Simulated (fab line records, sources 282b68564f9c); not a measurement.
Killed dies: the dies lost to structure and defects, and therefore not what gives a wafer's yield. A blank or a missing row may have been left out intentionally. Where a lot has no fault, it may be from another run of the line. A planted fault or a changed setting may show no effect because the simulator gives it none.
A struck lot beside a sound one || flow ritCmos || 18 steps out of a route of 202
Sound: wafers L895.1, L895.4, L895.6. Wafers struck: L910.1, L910.5, L910.6. The cause comes at the end.
Per side, at each step with rows, come the tool, then ch with its chambers, and then its first start. Under that, the readings that differ: sound wafers || struck wafers || difference of the means || sigmas: that difference in standard deviations of wafers without a fault.
alike: a reading whose means differ by less than 2 such deviations, as well as words and numbers matching on both sides. not compared: withheld readings; readings where some wafer has no value; bounds like >300 that might hide an equal value; numbers whose values overlap and for which the record gives no deviation.
Wherever a step has rows on one side only, a row that says differs or no value, or a row with sigmas, the two part there. Non-overlapping numbers with no deviation appear without sigmas and do not part them. Lack of a reading on every wafer of one side parts them only where that side has two or more wafers.

first, 3 steps without rows for these wafers: RIT_GATE_CLEAN_02 (cleans in dHF, time 30 s); RIT_GATE_CLEAN_03 (cleans in SC2, time 600 s); RIT_GATE_CLEAN_04 (cleans in dHF, time 60 s).
RIT_FOX2_THK_MEAS_91:
  sound on filmMetro-03 at day 2 08:56; struck on filmMetro-02 at day 5 13:07
{"reading": "FIELD_OXIDE_LEFT_2_THK (nm)", "sound": "256 249 252", "struck": "270 270 277", "difference": "+20", "sigmas": "+3"}
then, 2 steps without rows for these wafers: RIT_GATE_OXIDATION_05 (target thk 3 nm, ox time 270 s); RIT_GATE_ANNEAL_06 (time 600 s).
RIT_GATE_THK_MEAS_07:
  sound on filmMetro-01 at day 2 10:19; struck on filmMetro-01 at day 5 16:13
  alike: GATE_OXIDE_THK
then, 1 step without rows for these wafers: RIT_GATE_CVD_08 (deposits poly-Si from SiH4, target thk 250 nm, time 2220 s).
RIT_GATE_THK_MEAS_09:
  sound on filmMetro-01 at day 2 12:00; struck on filmMetro-01 at day 5 17:53
  alike: GATE_POLY_THK
then, 3 steps without rows for these wafers: RIT_GATE_HMDS_10 (prime time 60 s); RIT_GATE_COAT_11 (resist thk 850 nm); RIT_GATE_SOFTBAKE_12 (time 60 s).
RIT_GATE_EXPOSE_13: exposes mask M6, target cd 150 nm.
  sound on ilineStepper-01 ch 0, day 2 12:38; struck on ilineStepper-01 ch 0, day 5 18:24
{"reading": "model.GATE.overlayXNm (nm)", "sound": "-0.9684 -0.9684 -0.9684", "struck": "-151.1 -151.1 -151.1", "difference": -150.1, "sigmas": ""}
  alike: mask
then, 2 steps without rows for these wafers: RIT_GATE_PEB_14; RIT_GATE_DEVELOP_15 (develop time 50 s).
RIT_GATE_CD_MEAS_16 targets a cd of 150 nm.
  sound on cdSem-02 at day 2 13:02; struck on cdSem-02 at day 5 18:53
  alike: cdNm
RIT_GATE_OVL_MEAS_17:
  sound on overlay-02 at day 2 13:09; struck on overlay-01 at day 5 19:12
{"reading": "GATE_OVL (nm)", "sound": "-2.4 -0.5 0.1", "struck": "-151.3 -149.1 -149.8", "difference": -149.1, "sigmas": "-99 or more"}
  not compared: hold
then, 1 step without rows for these wafers: RIT_M1_PROBE_99.

== WHERE THEY PART ==
Last at RIT_GATE_OVL_MEAS_17 as far as this record goes, first at RIT_FOX2_THK_MEAS_91.

WHY: what the simulator had put in
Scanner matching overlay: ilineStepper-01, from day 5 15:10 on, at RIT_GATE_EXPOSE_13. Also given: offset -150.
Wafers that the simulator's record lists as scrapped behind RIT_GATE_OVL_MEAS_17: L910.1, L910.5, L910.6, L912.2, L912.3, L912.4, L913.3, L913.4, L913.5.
